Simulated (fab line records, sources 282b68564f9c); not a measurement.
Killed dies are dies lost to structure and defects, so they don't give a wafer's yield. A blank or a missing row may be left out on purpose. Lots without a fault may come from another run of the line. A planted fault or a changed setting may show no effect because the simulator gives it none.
Chamber matching | flow rit_cmos | RIT_ACTIVE_ETCH_13 on rie_diel-01: 4 sister chambers
The step etches Si3N4 in SF6, stops on SiO2, time 210 s, target depth 210 nm. 8 wafers are shown with their chamber, then 7 later ones without.

WAFERS WITH THEIR CHAMBER
wafer  | chamber | drypump_motor_current_A (A) | throttle_valve_pct (%)
L967.2 | 2       | 5.6                         | 7.39
L968.1 | 1       | 6.1                         | 7.66
L968.6 | 3       | 5.8                         | 7.40
L969.1 | 0       | 5.1                         | 7.44
L969.3 | 1       | 6.1                         | 7.67
L969.6 | 2       | 5.6                         | 7.36
L973.2 | 0       | 5.2                         | 7.45
L973.3 | 3       | 5.8                         | 7.39

WAFERS WITHOUT THEIR CHAMBER
wafer  | drypump_motor_current_A (A) | throttle_valve_pct (%)
L973.4 | 6.1                         | 7.65
L979.1 | 5.8                         | 7.40
L979.2 | 5.5                         | 7.37
L979.5 | 5.5                         | 7.38
L983.1 | 5.1                         | 7.46
L983.2 | 5.8                         | 7.39
L983.3 | 5.5                         | 7.39

WHICH CHAMBER EACH WENT THROUGH
wafer  | from the rows above | in truth
L973.4 | 1                   | 1
L979.1 | 3                   | 3
L979.2 | 2                   | 2
L979.5 | 2                   | 2
L983.1 | 0                   | 0
L983.2 | 3                   | 3
L983.3 | 2                   | 2
Placed correctly: 7 of 7. Can't be placed from these rows: 0. Placed wrongly: 0.
How it was worked out, from the rows above alone: a wafer's distance from a chamber is the root of the sum, over the readings, of the square of ((its reading less the chamber's mean) divided by the reading's scatter). The wafer belongs to the nearest chamber; if the next one is less than 2 further off, it can't be placed. A chamber's mean is the mean of its shown wafers. The scatter: the root of (the sum of the squares of (reading less its chamber's mean) over the shown wafers, divided by (wafers less chambers)).
